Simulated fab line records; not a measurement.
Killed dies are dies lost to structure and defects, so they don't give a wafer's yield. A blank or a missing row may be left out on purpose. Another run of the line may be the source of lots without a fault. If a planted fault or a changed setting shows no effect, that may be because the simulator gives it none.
Split-lot experiment | flow berkeley-cmos170 | 5 lots, 27 wafers read, on a route of 331 steps

THE SPLIT ITSELF
At UCB170_V2_ETCH_14 (etches SiO2 in CHF3/CF4/Ar, stops on Al, target depth 1250 nm, time 291 s), the setting time-s was moved away from the recipe's 291 s on 12 of the 27 wafers read, by -35.1% to +58.2%. This setting was run at the recipe's value on the other wafers.

BETWEEN THE SPLIT AND THE READING: the file shows 1 step in between
- UCB170_V2_STRIP_15: strips in O2

THE READING
Shown in nm: cd-nm at UCB170_V2_CD_MEAS_90, with target cd 700 nm. On this fab line, fault-free wafers typically give 700.7 nm with a standard deviation of 2 nm.

wafer  | tool, chamber at the split | time-s as run, s | against the recipe | cd-nm, nm | against lot-mates on the recipe
L077.1 | rie-diel-02, 1             | 188.8            | -35.1%             | 694.3     | -4.1
L077.2 | rie-diel-02, 2             | 291              | recipe             | 698.9     | -
L077.3 | rie-diel-02, 0             | 188.8            | -35.1%             | 693.6     | -4.8
L077.4 | rie-diel-02, 3             | 291              | recipe             | 698.1     | -
L077.5 | rie-diel-02, 2             | 188.8            | -35.1%             | 694.2     | -4.2
L077.6 | rie-diel-02, 3             | 291              | recipe             | 698.2     | -
L079.1 | rie-diel-01, 0             | 387.7            | +33.2%             | 706.3     | +4.4
L079.2 | rie-diel-01, 3             | 291              | recipe             | 700.5     | -
L079.3 | rie-diel-01, 2             | 387.7            | +33.2%             | 706.0     | +4.1
L079.4 | rie-diel-01, 1             | 291              | recipe             | 702.4     | -
L079.5 | rie-diel-01, 1             | 387.7            | +33.2%             | 704.8     | +2.9
L079.6 | rie-diel-01, 2             | 291              | recipe             | 702.9     | -
L081.1 | rie-diel-02, 0             | 218.8            | -24.8%             | 699.1     | -3.0
L081.2 | rie-diel-02, 3             | 218.8            | -24.8%             | 701.2     | -0.9
L081.3 | rie-diel-02, 2             | 218.8            | -24.8%             | 698.1     | -4.0
L081.4 | rie-diel-02, 1             | 291              | recipe             | 702.1     | -
L081.5 | rie-diel-02, 3             | 291              | recipe             | 702.0     | -
L081.6 | rie-diel-02, 0             | 291              | recipe             | 702.2     | -
L084.1 | rie-diel-02, 0             | 291              | recipe             | 698.8     | -
L084.2 | rie-diel-02, 3             | 460.4            | +58.2%             | 706.3     | +6.4
L084.3 | rie-diel-02, 1             | 460.4            | +58.2%             | 706.3     | +6.4
L084.4 | rie-diel-02, 2             | 291              | recipe             | 699.5     | -
L084.5 | rie-diel-02, 3             | 291              | recipe             | 701.5     | -
L084.6 | rie-diel-02, 2             | 460.4            | +58.2%             | 705.0     | +5.1
L085.2 | rie-diel-02, 3             | 291              | recipe             | 700.4     | -
L085.4 | rie-diel-02, 1             | 291              | recipe             | 701.2     | -
L085.5 | rie-diel-02, 2             | 291              | recipe             | 699.9     | -

FIT RESULTS
A straight line over all 27 wafers: cd-nm changes by +0.116 nm for each +1% of time-s; r = +0.87; the points scatter about the line by 1.8 nm.
The same after taking each lot's own level away (the mean of its wafers on the recipe; 27 wafers): +0.109 nm for each +1%; r = +0.96; scatter 0.83 nm.
Per that fit: largest time-s move, reading shift of 6.4 nm.
The lots' own levels span 698.40 to 702.10 nm, that is 1.9 times the standard deviation above.
So the lot-to-lot level changes the slope little: the two slopes agree.
Check: for one of the wafers moved furthest among these (+58.2%), held out of the fit, the line's prediction against its lot-mates is +6.24 nm. It came out at +6.37 nm against them.

THE WHOLE CHAIN: every reading that the file lists as answering this split, in the file's order
step                 | what it does                                                              | reading                                                                   | change (the file's fit)                                                            | r (the file's)
UCB170_V2_ETCH_14    | etches SiO2 in CHF3/CF4/Ar, stops on Al, target depth 1250 nm, time 291 s | V2.feature-depth-nm (the simulator's own value, which no gauge read)      | not straight: 805.2 at the lowest setting, 1000 at the recipe, 1018 at the highest | not given
UCB170_V2_ETCH_14    | etches SiO2 in CHF3/CF4/Ar, stops on Al, target depth 1250 nm, time 291 s | KrF_of_V2_COAT_07.thk-nm (the simulator's own value, which no gauge read) | -2.75 nm for each +1% of the setting                                               | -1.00
UCB170_V2_STRIP_15   | strips in O2                                                              | strip-time-to-endpoint-s                                                  | withheld for each +1% of the setting                                               | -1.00
UCB170_V2_CD_MEAS_90 | target cd 700 nm                                                          | cd-nm                                                                     | +0.109 nm for each +1% of the setting                                              | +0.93

FILE'S OWN FIT
cd-nm changes by +0.109 nm for each +1% of time-s, r = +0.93.
